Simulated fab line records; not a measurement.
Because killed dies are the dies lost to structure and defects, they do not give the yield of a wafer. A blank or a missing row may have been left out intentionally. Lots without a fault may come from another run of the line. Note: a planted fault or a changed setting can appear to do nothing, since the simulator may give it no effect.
Which tool was responsible? ; flow ritCmos ; 7 lots with 21 wafers sampled at 2 steps, on a route of 202 steps

== WHAT THE GAUGES READ, wafer by wafer ==
RIT_SILICIDE_RS_MEAS_02: uses a four-point probe to measure.
lot;measured;on;SILICIDE_TI_RS (ohm/sq)
L771;day 3 07:55;filmMetro-03;48.0 49.1 47.4
L773;day 3 17:04;filmMetro-02;47.0 47.4 48.1
L775;day 4 03:35;filmMetro-01;47.6 46.8 47.4
L779;day 4 23:52;filmMetro-02;47.8 63.8 47.6
L787;day 6 16:28;filmMetro-01;47.9 47.1 46.8
L790;day 7 05:57;filmMetro-01;49.4 47.7 47.6
L793;day 8 02:02;filmMetro-01;48.7 47.1 48.7

== WHAT TOOL EACH LOT RAN ON (gives the tool, then ch and the chambers of the sampled wafers, and finally the start) ==
lot;RIT_SILICIDE_SPUTTER_01
L771;pvdSputter-01, day 3 07:43
L773;pvdSputter-01, day 3 16:55
L775;pvdSputter-01, day 4 03:26
L779;pvdSputter-01, day 4 23:43
L787;pvdSputter-03, day 6 16:16
L790;pvdSputter-03, day 7 05:48
L793;pvdSputter-03, day 8 01:51
- RIT_SILICIDE_SPUTTER_01: material Ti, target thk 30 nm, time 240 s.

== THE ANSWER, worked out from the rows above alone ==
Rule: what is usual is taken from the lots themselves. The widest of any qualifying gaps counts: lots, ordered by their means at a reading, are off when they make up no more than a third of the lots, leave a main group of 4 or more, and stand apart from it by 3 or more times the standard deviation of that group's means. A main group whose means are all the same, to the digits that the tables above print for the reading, isn't used. Also off: a lot with no number at a reading for which 4 or more lots have one. Where the step has rows for the other lots, those lots are counted as sound.
Off: L779, seen at RIT_SILICIDE_RS_MEAS_02 (SILICIDE_TI_RS). Main group: mean 47.8 ohm/sq, sd 0.43.
If a tool, at a process step before that reading, ran all the lots that are off and no sound lot after the first of them, it fits. The gauges at RIT_SILICIDE_RS_MEAS_02 are tried like those tools. This does not decide it: 2 tools fit, namely pvdSputter-01 at RIT_SILICIDE_SPUTTER_01 and filmMetro-02 at RIT_SILICIDE_RS_MEAS_02.

== WHAT THE SIMULATOR PUT IN ==
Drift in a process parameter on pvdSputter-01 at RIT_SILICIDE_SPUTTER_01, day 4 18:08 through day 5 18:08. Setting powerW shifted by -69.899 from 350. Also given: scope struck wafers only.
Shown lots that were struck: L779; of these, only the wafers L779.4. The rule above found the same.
